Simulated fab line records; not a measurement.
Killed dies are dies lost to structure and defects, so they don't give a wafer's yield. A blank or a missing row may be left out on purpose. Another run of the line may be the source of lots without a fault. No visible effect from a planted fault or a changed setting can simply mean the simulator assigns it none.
Split-lot study -- flow berkeley_cmos170 -- on a route of 331 steps: 5 lots, 23 wafers read

## THE SPLIT ITSELF
At UCB170_ACTIVE_OXIDATION_02 (target thk 26.4 nm, ox time 1260 s), the setting ox_time_s was moved away from the recipe's 1260 s on 20 of the 23 wafers read, by -13.0% to +11.3%. This setting was run at the recipe's value on the other wafers.

Between the split and the reading, the file records no step.

## THE READING
ACTIVE_OXIDE_THK in nanometres, read at UCB170_ACTIVE_THK_MEAS_03. On this fab line, fault-free wafers typically give 26.1 nm with a standard deviation of 0.47 nm.

wafer,"tool, chamber at the split","ox_time_s as run, s",against the recipe,"ACTIVE_OXIDE_THK, nm",against lot-mates on the recipe
L074.2,"-, -",1402,+11.3%,27.6,no lot-mate on the recipe
L074.3,"-, -",1402,+11.3%,27.4,no lot-mate on the recipe
L074.4,"-, -",1402,+11.3%,27.1,no lot-mate on the recipe
L074.5,"-, -",1402,+11.3%,27.5,no lot-mate on the recipe
L074.6,"-, -",1402,+11.3%,27.7,no lot-mate on the recipe
L075.1,"-, -",1112,-11.7%,24.4,no lot-mate on the recipe
L075.2,"-, -",1112,-11.7%,24.5,no lot-mate on the recipe
L075.4,"-, -",1112,-11.7%,24.4,no lot-mate on the recipe
L075.5,"-, -",1112,-11.7%,24.6,no lot-mate on the recipe
L075.6,"-, -",1112,-11.7%,23.7,no lot-mate on the recipe
L077.1,"-, -",1318,+4.6%,27.6,no lot-mate on the recipe
L077.3,"-, -",1318,+4.6%,26.8,no lot-mate on the recipe
L077.4,"-, -",1318,+4.6%,27.3,no lot-mate on the recipe
L077.5,"-, -",1318,+4.6%,26.8,no lot-mate on the recipe
L077.6,"-, -",1318,+4.6%,27.5,no lot-mate on the recipe
L076.1,"-, -",1096,-13.0%,24.2,no lot-mate on the recipe
L076.2,"-, -",1096,-13.0%,23.6,no lot-mate on the recipe
L076.3,"-, -",1096,-13.0%,23.9,no lot-mate on the recipe
L076.4,"-, -",1096,-13.0%,23.5,no lot-mate on the recipe
L076.5,"-, -",1096,-13.0%,23.6,no lot-mate on the recipe
L080.1,"furnace-04, 0",1260,recipe,26.3,-
L080.2,"furnace-04, 0",1260,recipe,26.1,-
L080.6,"furnace-04, 0",1260,recipe,26.2,-

FIT RESULTS
A straight line over all 23 wafers: ACTIVE_OXIDE_THK changes by +0.157 nm for each +1% of ox_time_s; r = +0.97; the points scatter about the line by 0.42 nm.
Too few moved wafers with a lot-mate on the recipe to fit a line net of each lot's own level.

## THE WHOLE CHAIN: every reading that the file lists as answering this split, in the file's order
step,what it does,reading,change (the file's fit),r (the file's)
UCB170_ACTIVE_OXIDATION_02,"target thk 26.4 nm, ox time 1260 s","SiO2_of_ACTIVE_OXIDATION_02.thk_nm (the simulator's own value, which no gauge read)",+0.158 nm for each +1% of the setting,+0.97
UCB170_ACTIVE_THK_MEAS_03,,ACTIVE_OXIDE_THK,+0.157 for each +1% of the setting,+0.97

## THE FILE'S OWN FIT
ACTIVE_OXIDE_THK changes by +0.157 nm for each +1% of ox_time_s, r = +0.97.
